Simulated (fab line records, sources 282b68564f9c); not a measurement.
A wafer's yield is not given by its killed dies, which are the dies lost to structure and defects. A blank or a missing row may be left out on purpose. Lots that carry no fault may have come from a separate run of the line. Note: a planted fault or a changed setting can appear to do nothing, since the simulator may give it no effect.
A struck lot beside a sound one -- flow rit-cmos -- 15 out of 202 route steps
Sound: wafers L816.2, L816.3, L816.6. Struck: wafers L826.1, L826.2, L826.3. Last of all comes the cause.
For every step that has rows: the tool of each side, followed by ch and its chambers, followed by its first start. Under that, the readings that differ: sound wafers -- struck wafers -- difference of the means -- sigmas: that difference in standard deviations of wafers without a fault.
alike: readings whose means differ by less than 2 such deviations, and words and numbers that are the same on both sides. not compared: withheld readings, readings that some wafer has no value for, bounds like >300 that may hide the same value, and numbers for which the record gives no deviation and whose values overlap.
The two part at a step that has a row with sigmas, a row that says differs or no value, or rows on one side only. Numbers that don't overlap but have no deviation are shown without sigmas and don't part them. Lack of a reading on every wafer of one side parts them only where that side has two or more wafers.

first, 2 steps without rows for these wafers: RIT_PWELL_PEB_04; RIT_PWELL_DEVELOP_05 (develop time 68 s).
RIT_PWELL_OVL_MEAS_06:
  sound on overlay-02, day 3 10:05; struck on overlay-02, day 5 09:05
  alike: PWELL_OVL
then, 2 steps without rows for these wafers: RIT_PWELL_HARDBAKE_07 (time 120 s); RIT_PWELL_IMPLANT_08.
RIT_PWELL_STRIP_09: strips in O2, time 180 s.
  sound on plasma-asher-04 ch 0,1, day 3 10:31; struck on plasma-asher-03 ch 0,1, day 5 09:31
  alike: drypump-motor-current-A
  not compared: rf-hours-counter-h
RIT_PWELL_TW_MEAS_10:
  sound on film-metro-02, day 3 10:43; struck on film-metro-02, day 5 09:42
  alike: PWELL_TW
then, 1 step without rows for these wafers: RIT_WELLDRIVE_ANNEAL_00 (time 14700 s).
RIT_WELLDRIVE_RS_MEAS_01: measures by four-point-probe.
  sound on film-metro-01, day 3 16:33; struck on film-metro-03, day 5 16:23
  alike: NWELL_RS
RIT_WELLDRIVE_RS_MEAS_02: measures by four-point-probe.
  sound on film-metro-01, day 3 16:40; struck on film-metro-03, day 5 16:31
  alike: PWELL_RS
then, 2 steps without rows for these wafers: RIT_NRETRO_HMDS_00 (prime time 60 s); RIT_NRETRO_COAT_01 (resist thk 1300 nm).
RIT_NRETRO_SOFTBAKE_02: time 60 s.
  sound on litho-track-01 ch 0, day 3 17:06; struck on litho-track-01 ch 0, day 5 16:56
reading,sound,struck,difference,sigmas
heater-power-total-W (W),34.58 34.56 34.48,35.17 35.22 35.34,+0.70,+13
plate-temp-C (C),90.18 90.18 90.13,91.34 91.55 91.28,+1.23,+9
then, 1 step without rows for these wafers: RIT_NRETRO_EXPOSE_03 (exposes mask M4, target cd 43900 nm).
RIT_M1_PROBE_99:
  sound on prober-02, day 5 01:31; struck on prober-01, day 6 22:23
reading,sound,struck,difference,sigmas
killed-short,2 1 3,9 3 7,+4,+2
  alike: killed-at-contacts, killed-at-front-end, killed-dies, killed-open

== WHERE THEY PART ==
First at RIT_NRETRO_SOFTBAKE_02; last, within this record, at RIT_M1_PROBE_99.

WHY: what the simulator had put in
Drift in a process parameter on litho-track-01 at RIT_NRETRO_SOFTBAKE_02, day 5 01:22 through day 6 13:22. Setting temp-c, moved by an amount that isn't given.
